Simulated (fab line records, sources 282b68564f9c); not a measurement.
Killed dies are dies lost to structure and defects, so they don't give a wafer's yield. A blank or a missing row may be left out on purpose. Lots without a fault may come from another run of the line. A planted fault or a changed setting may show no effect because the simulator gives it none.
A struck lot beside a sound one | flow rit_cmos | 15 steps out of a route of 202
Sound: wafers L313.3, L313.5, L313.6. Struck: wafer L320.2. (L320.5, L320.6 of the same lot were not struck and are left out.) The cause comes at the end.
At each step with rows: each side's tool, then ch and its chambers, then its first start. Under that, the readings that differ: sound wafers | struck wafers | difference of the means | sigmas: that difference in standard deviations of wafers without a fault.
alike: readings whose means differ by less than 2 such deviations, and words and numbers that are the same on both sides. not compared: withheld readings, readings that some wafer has no value for, bounds like >300 that may hide the same value, and numbers for which the record gives no deviation and whose values overlap.
The two part at a step that has a row with sigmas, a row that says differs or no value, or rows on one side only. Numbers that don't overlap but have no deviation are shown without sigmas and don't part them. A reading that every wafer of one side lacks parts them only if that side has two wafers or more.

first, 1 step without rows for these wafers: RIT_ACTIVE_OXIDATION_01 (target thk 46.8 nm, ox time 3360 s).
RIT_ACTIVE_THK_MEAS_02:
  sound on film_metro-03, day 1 22:11; struck on film_metro-01, day 3 09:21
  alike: ACTIVE_OXIDE_THK
then, 1 step without rows for these wafers: RIT_ACTIVE_CVD_03 (deposits Si3N4 from SiH2Cl2/NH3, target thk 150 nm, time 1500 s).
RIT_ACTIVE_THK_MEAS_04:
  sound on film_metro-01, day 1 23:40; struck on film_metro-03, day 3 12:26
  reading                 | sound             | struck | difference | sigmas
  ACTIVE_NITRIDE_THK (nm) | 153.3 152.7 153.8 | 148.1  | -5.2       | -3
then, 6 steps without rows for these wafers: RIT_ACTIVE_HMDS_05 (prime time 58.85 s); RIT_ACTIVE_COAT_06 (resist thk 1000 nm); RIT_ACTIVE_SOFTBAKE_07 (time 60 s); RIT_ACTIVE_EXPOSE_08 (exposes mask M1, target cd 1400 nm); RIT_ACTIVE_PEB_09; RIT_ACTIVE_DEVELOP_10 (develop time 50 s).
RIT_ACTIVE_CD_MEAS_11: target cd 1400 nm.
  sound on cd_sem-01, day 2 00:43; struck on cd_sem-02, day 3 13:25
  alike: cd_nm
then, 1 step without rows for these wafers: RIT_ACTIVE_HARDBAKE_12 (time 60 s).
RIT_ACTIVE_ETCH_13: etches Si3N4 in SF6, stops on SiO2, time 210 s, target depth 210 nm.
  sound on rie_diel-04 ch 1,2,3, day 2 00:56; struck on rie_diel-03 ch 3, day 3 13:40
  reading                                     | sound                | struck | difference | sigmas
  chamber_pressure_mTorr (mTorr)              | 259.77 260.40 259.94 | 129.93 | -130.11    | -99 or more
  model.NOVOLAK_of_ACTIVE_COAT_06.thk_nm (nm) | 647.3 659.9 647.7    | 673.5  | +21.9      |
  alike: drypump_motor_current_A, oes_product_au, rf_fwd_power_W, throttle_valve_pct
  not compared: rf_hours_counter_h
RIT_ACTIVE_STRIP_14: strips in O2, time 180 s.
  sound on plasma_asher-02 ch 0,1, day 2 01:08; struck on plasma_asher-02 ch 0, day 3 13:47
  reading                | sound | struck | difference                   | sigmas
  rf_hours_counter_h (h) | - - - | 41     | no value on the sound wafers |
  alike: drypump_motor_current_A, rf_refl_power_W
RIT_M1_PROBE_99:
  sound on prober-01, day 3 22:37; struck on prober-02, day 5 11:01
  alike: killed_at_contacts, killed_at_front_end, killed_dies, killed_on_rim, killed_open, killed_short

WHERE THEY PART
First at RIT_ACTIVE_THK_MEAS_04; last, within this record, at RIT_ACTIVE_STRIP_14. Later steps at which nothing parts them and some readings are alike: RIT_M1_PROBE_99.

WHY: what the simulator had put in
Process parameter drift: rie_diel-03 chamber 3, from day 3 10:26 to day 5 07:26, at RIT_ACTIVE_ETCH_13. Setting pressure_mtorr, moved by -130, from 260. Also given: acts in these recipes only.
